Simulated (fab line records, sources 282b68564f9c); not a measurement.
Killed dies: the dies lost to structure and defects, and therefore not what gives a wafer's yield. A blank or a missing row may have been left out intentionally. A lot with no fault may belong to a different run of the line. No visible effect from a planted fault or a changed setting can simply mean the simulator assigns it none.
fab line records	flow rit-cmos
record: lots: 7	wafers: 21	last-day: 7
route steps=202 shown NLDD@111 PLDD@114 M1@202
lots untouched by any fault: they come from a run of this same line in which no faults occurred
start-h: hours from the record's opening day to when the first of the lot's shown wafers began	wait-h: how many hours have passed since the lot's step before this one	" repeats the value in the row above	L1.1+2: a single row standing in for several wafers	- no value, or no start given	* or withheld: withheld	< > ~ a bound
route shown NAME@n: NAME is a module with steps in the file, n the number in the route of the first one	usual: mean/standard deviation taken from wafers without a fault	same: alike in all rows	chamber/n: place in a boat	sites: per-site readings	_std_site: their standard deviation	_edge_site: mean of outer sites minus mean of inner sites	radius-mm: how far each site lies from the wafer's centre	mask NAME#n: copy n	behind: the tool/chamber that last shaped the wafer	hold: why the lot was held/for how many hours/how that ended	device: the transistor (n, p or np) that didn't switch	end of line: tests run on the same wafers once the route is complete	step lacking rows: just its recipe	killed: dies lost to structure and defects at the first sort, not the wafer's yield	map: shows each die of a wafer: x if killed, . if not, _ if none is there
set.NAME: the setting the step ran with; set.NAME@STEP: the setting that earlier step ran with	model.NAME: the simulator's own value behind a step, which no gauge read
lots seen at some steps along the route; tables by step, rows by wafer
services: a tool's chamber out of use, with start hour (start-h, from the record's first day; less than 0 if before it), hours out, and reason
== steps ==
step: RIT_NLDD_IMPLANT_08
recipe: species: P	energy-kev: 20	dose-cm2: 5e+14	tilt-deg: 7
step: RIT_NLDD_STRIP_09
recipe: chemistry: O2	time-s: 180	resist: NOVOLAK	platen-temp-c: withheld	power-w: 500	pressure-mtorr: 4000	o2-flow-sccm: 4000
usual: drypump-motor-current-A: 5.76/0.2	o2-flow-sccm: 4003/13
lot.wafer	tool	chamber	start-h	wait-h	drypump-motor-current-A	o2-flow-sccm	rf-hours-counter-h
L302.1	plasma-asher-01	0	46.63	0.1	5.55	4001	40
L302.2	"	1	"	"	6.06	4000	40
L302.4	"	1	"	"	6.05	3999	-
L309.1	plasma-asher-01	0	85.85	0.1	5.54	4001	44
L309.4	"	1	"	"	6.05	3990	-
L309.5	"	0	"	"	5.56	4007	-
L312.2	plasma-asher-03	1	99.63	0.1	5.63	4010	45
L312.3	"	0	"	"	5.54	3989	-
L312.5	"	1	"	"	5.60	4007	-
L319.1	plasma-asher-01	1	132.27	0.1	6.10	4027	50
L319.2	"	0	"	"	5.55	4021	50
L319.4	"	1	"	"	6.05	4008	-
L321.1	plasma-asher-04	1	143.21	0.1	5.66	4019	51
L321.2	"	0	"	"	5.93	3985	51
L321.5	"	0	"	"	5.94	3985	-
L322.3	plasma-asher-01	1	151.58	0.1	6.05	3989	-
L322.5	"	0	"	"	5.56	3997	-
L322.6	"	1	"	"	6.05	4008	-
L324.2	plasma-asher-03	0	160.69	0.1	5.54	3999	4
L324.3	"	0	"	"	5.53	3994	-
L324.4	"	1	"	"	5.67	4006	-
step: RIT_NLDD_TW_MEAS_10
usual: NLDD_TW: 2486/9.9
lot.wafer	tool	chamber	start-h	wait-h	NLDD_TW
L302.1	film-metro-04	-	46.80	0.1	2502
L302.2	"	-	"	"	2512
L302.4	"	-	"	"	2491
L309.1	film-metro-03	-	86.02	0.1	2487
L309.4	"	-	"	"	2498
L309.5	"	-	"	"	2501
L312.2	film-metro-04	-	99.81	0.1	2481
L312.3	"	-	"	"	2477
L312.5	"	-	"	"	2485
L319.1	film-metro-04	-	132.45	0.1	2483
L319.2	"	-	"	"	2483
L319.4	"	-	"	"	2479
L321.1	film-metro-03	-	143.39	0.1	2481
L321.2	"	-	"	"	2485
L321.5	"	-	"	"	2491
L322.3	film-metro-04	-	151.72	0.1	2496
L322.5	"	-	"	"	2498
L322.6	"	-	"	"	2483
L324.2	film-metro-02	-	160.88	0.1	2481
L324.3	"	-	"	"	2492
L324.4	"	-	"	"	2477
step: RIT_PLDD_HMDS_00
recipe: prime-time-s: 60	prime-temp-c: 140
step: RIT_PLDD_COAT_01
recipe: resist: NOVOLAK	spin-rpm: 3250	resist-thk-nm: 1000
step: RIT_PLDD_SOFTBAKE_02
recipe: resist: NOVOLAK	temp-c: 90	time-s: 60
step: RIT_PLDD_EXPOSE_03
recipe: mask-id: M8	na: 0.57	target-cd-nm: 40900	dose-mj: 250
step: RIT_PLDD_PEB_04
recipe: resist: NOVOLAK	temp-c: withheld	time-s: withheld
step: RIT_PLDD_DEVELOP_05
recipe: resist: NOVOLAK	develop-time-s: 50	dev-temp-c: 23
step: RIT_PLDD_OVL_MEAS_06
usual: PLDD_OVL: -0.9/1.6
lot.wafer	tool	chamber	start-h	wait-h	PLDD_OVL[nm]
L302.1	overlay-01	-	47.71	-	0.4
L302.2	"	-	"	"	-1.0
L302.4	"	-	"	"	-2.5
L309.1	overlay-02	-	86.93	-	-2.5
L309.4	"	-	"	"	-2.5
L309.5	"	-	"	"	-1.7
L312.2	overlay-01	-	100.72	-	-1.3
L312.3	"	-	"	"	1.1
L312.5	"	-	"	"	0.9
L319.1	overlay-01	-	133.36	-	-1.2
L319.2	"	-	"	"	-1.7
L319.4	"	-	"	"	-1.4
L321.1	overlay-02	-	144.30	-	1.1
L321.2	"	-	"	"	0.6
L321.5	"	-	"	"	-0.7
L322.3	overlay-02	-	152.62	-	-1.2
L322.5	"	-	"	"	-3.1
L322.6	"	-	"	"	-3.7
L324.2	overlay-02	-	161.79	-	-0.3
L324.3	"	-	"	"	-1.0
L324.4	"	-	"	"	-0.9
step: RIT_PLDD_HARDBAKE_07
recipe: resist: NOVOLAK	temp-c: 140	time-s: 60
step: RIT_PLDD_IMPLANT_08
recipe: species: BF2	energy-kev: 20	dose-cm2: 9.173e+14	tilt-deg: 7
step: RIT_PLDD_STRIP_09
recipe: chemistry: O2	time-s: 180	resist: NOVOLAK	platen-temp-c: withheld	power-w: 500	pressure-mtorr: 4000	o2-flow-sccm: 4000
usual: drypump-motor-current-A: 5.72/0.28	o2-flow-sccm: 4000/12
lot.wafer	tool	chamber	start-h	wait-h	drypump-motor-current-A	o2-flow-sccm	rf-hours-counter-h
L302.1	plasma-asher-04	1	48.05	0.1	5.69	4006	41
L302.2	"	0	"	"	5.92	4006	41
L302.4	"	0	"	"	5.92	4012	-
L309.1	plasma-asher-04	1	87.27	0.1	5.68	4011	45
L309.4	"	0	"	"	5.93	3991	-
L309.5	"	0	"	"	5.93	3992	-
L312.2	plasma-asher-01	1	101.05	0.1	6.07	4021	45
L312.3	"	0	"	"	5.55	3983	-
L312.5	"	0	"	"	5.55	3985	-
L319.1	plasma-asher-01	1	133.79	0.1	6.05	3206	50
L319.2	"	0	"	"	5.55	3204	50
L319.4	"	0	"	"	5.57	3190	-
L321.1	plasma-asher-01	1	144.64	0.1	6.05	3206	51
L321.2	"	0	"	"	5.56	3188	51
L321.5	"	1	"	"	6.06	3209	-
L322.3	plasma-asher-01	1	153.01	0.1	6.06	3196	-
L322.5	"	1	"	"	6.07	3200	-
L322.6	"	0	"	"	5.56	3184	-
L324.2	plasma-asher-02	0	162.12	0.1	5.10	3997	36
L324.3	"	1	"	"	5.70	4009	-
L324.4	"	0	"	"	5.11	3986	-
step: RIT_PLDD_TW_MEAS_10
usual: PLDD_TW: 2356/9.1
lot.wafer	tool	chamber	start-h	wait-h	PLDD_TW
L302.1	film-metro-04	-	48.22	0.1	2358
L302.2	"	-	"	"	2374
L302.4	"	-	"	"	2355
L309.1	film-metro-03	-	87.45	0.1	2362
L309.4	"	-	"	"	2358
L309.5	"	-	"	"	2374
L312.2	film-metro-04	-	101.39	0.3	2348
L312.3	"	-	"	"	2351
L312.5	"	-	"	"	2358
L319.1	film-metro-02	-	133.96	0.1	2347
L319.2	"	-	"	"	2348
L319.4	"	-	"	"	2360
L321.1	film-metro-04	-	144.81	0.1	2366
L321.2	"	-	"	"	2352
L321.5	"	-	"	"	2361
L322.3	film-metro-02	-	153.14	0.1	2351
L322.5	"	-	"	"	2341
L322.6	"	-	"	"	2363
L324.2	film-metro-03	-	162.30	0.1	2352
L324.3	"	-	"	"	2349
L324.4	"	-	"	"	2364
step: RIT_M1_PROBE_99
usual: killed-at-contacts: 0.1/0.23	killed-at-front-end: 6/3.1	killed-dies: 6/3.1	killed-open: 3.2/1.9	killed-short: 3.2/2.1
same: gross-dies: 264	killed_at_M0_to_M3: 0	killed_at_M4_up: 0	killed-at-back-side: 0	killed-at-other: 0
lot.wafer	tool	chamber	start-h	wait-h	killed-at-contacts	killed-at-front-end	killed-dies	killed-open	killed-short
L302.1	prober-02	-	61.61	0.1	0	8	8	4	4
L302.2	prober-02	-	61.66	0.1	0	8	8	3	5
L302.4	prober-02	-	61.76	0.2	0	3	3	1	2
L309.1	prober-01	-	101.29	0.1	0	9	9	4	5
L309.4	prober-01	-	101.44	0.2	1	8	9	3	6
L309.5	prober-01	-	101.49	0.2	0	4	4	3	1
L312.2	prober-02	-	115.15	0.1	0	10	10	3	7
L312.3	prober-02	-	115.20	0.2	0	13	13	4	9
L312.5	prober-02	-	115.30	0.2	0	5	5	4	1
L319.1	prober-01	-	159.04	0.4	1	4	5	4	1
L319.2	prober-01	-	159.09	0.4	0	4	4	2	2
L319.4	prober-01	-	159.19	0.5	0	5	5	3	2
L321.1	prober-02	-	159.34	0.6	0	11	11	6	5
L321.2	prober-02	-	159.39	0.6	0	10	10	9	1
L321.5	prober-02	-	159.54	0.7	0	13	13	4	9
L322.3	prober-02	-	166.88	0.2	0	7	7	6	1
L322.5	prober-02	-	166.98	0.2	0	8	8	6	2
L322.6	prober-02	-	167.03	0.2	1	6	7	3	4
L324.2	prober-02	-	176.71	0.1	0	5	5	3	2
L324.3	prober-02	-	176.76	0.2	0	3	3	2	1
L324.4	prober-02	-	176.81	0.2	0	5	5	3	2
killed by level:class
L302.1 GATE:geometric-particle:open=2 GATE:geometric-particle:short=2 REOX:geometric-particle:short=1 SPACER:geometric-particle:open=1 SILICIDE:geometric-particle:open=1 SILICIDE:geometric-particle:short=1
L302.2 GATE:geometric-particle:short=2 GATE:geometric-particle:open=2 REOX:geometric-particle:short=2 REOX:geometric-particle:open=1 SPACER:geometric-particle:short=1
L302.4 ACTIVE:geometric-particle:short=1 GATE:geometric-particle:short=1 REOX:geometric-particle:open=1
L309.1 GATE:geometric-particle:open=2 FOX1:geometric-particle:short=1 FOX1:geometric-particle:open=1 FOX2:geometric-particle:short=1 GATE:geometric-particle:short=1 REOX:geometric-particle:short=1 REOX:geometric-particle:open=1 SPACER:geometric-particle:short=1
L309.4 REOX:geometric-particle:short=3 FOX2:geometric-particle:short=2 FOX1:geometric-particle:open=1 GATE:geometric-particle:open=1 SPACER:geometric-particle:open=1 CONTACT:geometric-particle:short=1
L309.5 GATE:geometric-particle:open=2 FOX2:geometric-particle:open=1 GATE:geometric-particle:short=1
L312.2 GATE:geometric-particle:short=4 FOX1:geometric-particle:short=1 FOX2:geometric-particle:short=1 GATE:geometric-particle:open=1 REOX:geometric-particle:open=1 SILICIDE:geometric-particle:short=1 SILICIDE:geometric-particle:open=1
L312.3 GATE:geometric-particle:short=5 GATE:geometric-particle:open=3 SILICIDE:geometric-particle:short=2 FOX2:geometric-particle:short=1 SPACER:geometric-particle:short=1 SILICIDE:geometric-particle:open=1
L312.5 FOX2:geometric-particle:open=2 GATE:geometric-particle:open=2 GATE:geometric-particle:short=1
L319.1 SPACER:geometric-particle:open=2 FOX2:geometric-particle:open=1 SILICIDE:geometric-particle:short=1 CONTACT:geometric-particle:open=1
L319.2 SPACER:geometric-particle:short=2 FOX2:geometric-particle:open=1 GATE:geometric-particle:open=1
L319.4 SILICIDE:geometric-particle:open=2 GATE:geometric-particle:short=1 GATE:geometric-particle:open=1 REOX:geometric-particle:short=1
L321.1 GATE:geometric-particle:short=4 FOX1:geometric-particle:open=2 GATE:geometric-particle:open=2 FOX1:geometric-particle:short=1 REOX:geometric-particle:open=1 SILICIDE:geometric-particle:open=1
L321.2 GATE:geometric-particle:open=4 FOX1:geometric-particle:open=2 SILICIDE:geometric-particle:open=2 GATE:geometric-particle:short=1 REOX:geometric-particle:open=1
L321.5 GATE:geometric-particle:short=3 REOX:geometric-particle:open=3 REOX:geometric-particle:short=2 SPACER:geometric-particle:short=2 FOX1:geometric-particle:short=1 SILICIDE:geometric-particle:short=1 SILICIDE:geometric-particle:open=1
L322.3 REOX:geometric-particle:open=3 FOX1:geometric-particle:open=2 SPACER:geometric-particle:short=1 SILICIDE:geometric-particle:open=1
L322.5 GATE:geometric-particle:open=3 REOX:geometric-particle:open=2 FOX1:geometric-particle:open=1 FOX1:geometric-particle:short=1 SPACER:geometric-particle:short=1
L322.6 FOX1:geometric-particle:short=3 ACTIVE:geometric-particle:open=1 FOX1:geometric-particle:open=1 GATE:geometric-particle:open=1 CONTACT:geometric-particle:short=1
L324.2 FOX2:geometric-particle:open=1 GATE:geometric-particle:short=1 GATE:geometric-particle:open=1 SILICIDE:geometric-particle:short=1 SILICIDE:geometric-particle:open=1
L324.3 REOX:geometric-particle:open=2 SPACER:geometric-particle:short=1
L324.4 GATE:geometric-particle:open=1 REOX:geometric-particle:open=1 REOX:geometric-particle:short=1 SILICIDE:geometric-particle:open=1 SILICIDE:geometric-particle:short=1
== services ==
tool	chamber	start-h	hours	kind
plasma-asher-03	-	44.25	10.6	repair
plasma-asher-02	-	48.76	7.4	repair
plasma-asher-02	-	97.46	1.3	repair
plasma-asher-03	-	108.75	9.0	pm
plasma-asher-03	0	108.75	9.0	vent-cycle
plasma-asher-03	1	108.75	9.0	vent-cycle
plasma-asher-03	0	117.75	-	clean
plasma-asher-03	1	117.75	-	clean
plasma-asher-04	-	125.17	1.5	repair
plasma-asher-01	-	160.25	2.8	pm
== key ==
first-sign: step: RIT_PLDD_STRIP_09	reading: o2-flow-sccm	direction: down	sigmas: 64	usual: 4000	struck: 3198
effect none on later readings
met-at RIT_PLDD_STRIP_09
struck-wafers L319.1,L319.2,L319.4,L321.1,L321.2,L321.5,L322.3,L322.5,L322.6
tester-left-out L319,L321,L322
onset-between 101.05 133.79
fault: kind: process-parameter-drift	tool: plasma-asher-01	chamber: -	onset-h: 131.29	steps: RIT_PLDD_STRIP_09	channel: o2-flow-sccm	offset: -800	shape: step	end-h: 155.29	acts-in: these-recipes-only	stated: 4000
tester-left-out: of these lots the tester's yield and bins aren't shown, on N5 and GAA mostly nor the transistor test; their killed dies are dies lost to structure and defects alone, not to doping, threshold or leakage, so they don't give the yield
